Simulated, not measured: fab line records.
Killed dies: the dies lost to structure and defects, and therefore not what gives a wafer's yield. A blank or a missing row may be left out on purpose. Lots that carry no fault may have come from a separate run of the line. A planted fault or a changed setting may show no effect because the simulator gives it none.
Which tool is to blame? / flow ritCmos / 7 lots with 21 wafers sampled at 2 steps, on a route of 202 steps

== WHAT THE GAUGES READ, wafer by wafer ==
RIT_SDANNEAL_RS_MEAS_04: uses a four-point probe to measure.
lot=L961; measured=day 3 12:43; on=filmMetro-01; PSD_RS (ohm/sq)=116.12 116.10 116.08
lot=L963; measured=day 3 22:48; on=filmMetro-04; PSD_RS (ohm/sq)=115.86 116.16 116.05
lot=L965; measured=day 4 08:06; on=filmMetro-01; PSD_RS (ohm/sq)=116.03 115.93 115.84
lot=L968; measured=day 5 00:00; on=filmMetro-01; PSD_RS (ohm/sq)=115.77 115.67 115.63
lot=L973; measured=day 5 23:41; on=filmMetro-01; PSD_RS (ohm/sq)=166.19 166.19 165.74
lot=L978; measured=day 7 01:05; on=filmMetro-04; PSD_RS (ohm/sq)=116.27 116.26 115.97
lot=L982; measured=day 7 22:17; on=filmMetro-02; PSD_RS (ohm/sq)=115.69 115.81 115.90

== TOOL THAT RAN EACH LOT (tool first, then ch and the chambers of the sampled wafers, then the start) ==
lot=L961; RIT_SDANNEAL_RTA_03=rtpAnneal-02 ch 0, day 3 12:39
lot=L963; RIT_SDANNEAL_RTA_03=rtpAnneal-02 ch 0, day 3 22:45
lot=L965; RIT_SDANNEAL_RTA_03=rtpAnneal-02 ch 0, day 4 08:02
lot=L968; RIT_SDANNEAL_RTA_03=rtpAnneal-01 ch 0, day 4 23:56
lot=L973; RIT_SDANNEAL_RTA_03=rtpAnneal-02 ch 0, day 5 23:38
lot=L978; RIT_SDANNEAL_RTA_03=rtpAnneal-01 ch 0, day 7 01:02
lot=L982; RIT_SDANNEAL_RTA_03=rtpAnneal-01 ch 0, day 7 22:13
- RIT_SDANNEAL_RTA_03: time 5 s.

== THE ANSWER, worked out from the rows above alone ==
Rule: what is usual is taken from the lots themselves. Put in order of their means at a reading, lots are off if they are a third of the lots or fewer, leave a main group of 4 or more, and stand apart from it by a gap of 3 or more times the standard deviation of the main group's means; of several such gaps the widest counts. The tables above print the reading to a certain number of digits; a main group whose means all agree to those digits is not used. A lot without any number at a reading at which 4 lots or more have one is off too. The other lots that the step has rows for count as sound.
Off: at RIT_SDANNEAL_RS_MEAS_04 (PSD_RS), L973. The main group: mean 115.95 ohm/sq, standard deviation 0.17.
A tool fits if, at a process step before that reading, it ran every lot that is off, and no sound lot after the first of them. The gauges at RIT_SDANNEAL_RS_MEAS_04 are tried like those tools. 2 tools fit, rtpAnneal-02 at RIT_SDANNEAL_RTA_03 and filmMetro-01 at RIT_SDANNEAL_RS_MEAS_04, so this cannot tell which one it is.

== WHAT THE SIMULATOR HAD INSERTED ==
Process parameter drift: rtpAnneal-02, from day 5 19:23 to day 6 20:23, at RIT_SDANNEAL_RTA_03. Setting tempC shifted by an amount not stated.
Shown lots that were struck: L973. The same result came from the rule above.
